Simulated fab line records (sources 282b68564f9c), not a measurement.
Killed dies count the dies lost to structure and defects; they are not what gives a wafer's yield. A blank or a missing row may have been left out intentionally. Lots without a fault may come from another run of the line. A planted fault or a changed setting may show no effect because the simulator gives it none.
Check for tools in common    flow ritCmos    42 wafers sampled across 14 lots

== THE REASON FOR OPENING IT ==
Of 14 lots, 2 have the reading SPACER_NITRIDE_THK flagged at RIT_SPACER_THK_MEAS_04. No-fault wafers: 251.5 nm, standard deviation 2.1.
Rule: flag the lot when none of its wafers has a number, or when each of its wafers that has one lies beyond 4 standard deviations from that mean. As for the other lots, they are considered sound.

lot   measured     on            SPACER_NITRIDE_THK (nm), wafer by wafer  flag
L793  day 3 00:11  filmMetro-02  249.5 249.5 247.2                        
L794  day 3 04:28  filmMetro-02  250.3 249.5 248.1                        
L795  day 3 18:00  filmMetro-02  253.4 251.4 251.9                        
L796  day 3 18:25  filmMetro-03  250.3 252.0 249.6                        
L797  day 3 21:33  filmMetro-03  250.1 251.2 250.5                        
L798  day 4 04:34  filmMetro-02  251.5 252.0 248.7                        
L799  day 4 12:29  filmMetro-02  251.3 251.4 250.7                        
L800  day 4 15:30  filmMetro-03  250.9 252.5 254.3                        
L801  day 4 16:13  filmMetro-03  249.4 247.5 251.8                        
L806  day 5 21:43  filmMetro-03  240.4 240.8 241.7                        FLAGGED
L808  day 6 06:05  filmMetro-02  235.4 236.6 237.4                        FLAGGED
L809  day 6 11:00  filmMetro-02  253.7 253.3 252.9                        
L812  day 7 02:44  filmMetro-02  253.8 251.5 255.5                        
L814  day 7 10:41  filmMetro-02  252.7 250.9 252.2                        
The mean of the flagged lots' numbers is 238.7 nm, -12.8 nm from the usual (-6 standard deviations).

== WHICH TOOL EACH LOT WENT THROUGH ==
The record keeps 1 process step preceding the reading, out of 202 steps on the route. Each cell gives the tool, then ch followed by the chambers the sampled wafers passed through, then the start.
lot   flag     RIT_SPACER_CVD_03
L793           lpcvd-02 ch 0, day 2 22:15
L794           lpcvd-02 ch 1, day 3 02:33
L795           lpcvd-01 ch 1, day 3 16:04
L796           lpcvd-02 ch 1, day 3 16:28
L797           lpcvd-02 ch 0, day 3 19:38
L798           lpcvd-01 ch 1, day 4 02:38
L799           lpcvd-02 ch 1, day 4 10:34
L800           lpcvd-01 ch 1, day 4 13:34
L801           lpcvd-02 ch 1, day 4 14:17
L806  FLAGGED  lpcvd-01 ch 1, day 5 19:48
L808  FLAGGED  lpcvd-01 ch 1, day 6 04:08
L809           lpcvd-02 ch 0, day 6 09:05
L812           lpcvd-02 ch 1, day 7 00:49
L814           lpcvd-02 ch 0, day 7 08:46
What is done by these steps:
- RIT_SPACER_CVD_03: deposits Si3N4 from SiH2Cl2/NH3, target thk 250 nm, time 3300 s.
- RIT_SPACER_THK_MEAS_04

== FLAGGED OVER TOTAL, TOOL BY TOOL (the gauges that took the reading come last) ==
step                    tool          lots run  flagged  share of the flagged lots  sound lots run after its first flagged lot
RIT_SPACER_CVD_03       lpcvd-01      5         2        all                        0
RIT_SPACER_CVD_03       lpcvd-02      9         0        none                       -
RIT_SPACER_THK_MEAS_04  filmMetro-02  9         1        some                       3 (L809,L812,L814)
RIT_SPACER_THK_MEAS_04  filmMetro-03  5         1        some                       0

== WHAT IS ALLOWED BY THE TABLE ==
All flagged lots share 1 row of the table, namely lpcvd-01 at RIT_SPACER_CVD_03.
- lpcvd-01 at RIT_SPACER_CVD_03: 2 of its 5 lots flagged. Its last sound lot is L800 (day 4 13:34), its first flagged lot L806 (day 5 19:48): a fault that began between those two fits. Its own readings lie more than 4 standard deviations out on every wafer of the flagged lots: sih2cl2FlowSccm.
Left over: one tool, lpcvd-01 at RIT_SPACER_CVD_03.

== WHAT THE SIMULATOR PUT IN ==
lpcvd-01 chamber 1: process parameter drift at RIT_SPACER_CVD_03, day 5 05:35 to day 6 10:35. Setting sih2cl2FlowSccm shifted by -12 from 60. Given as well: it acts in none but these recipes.
Lots struck among those shown: L806, L808. The rule above reached the same finding.
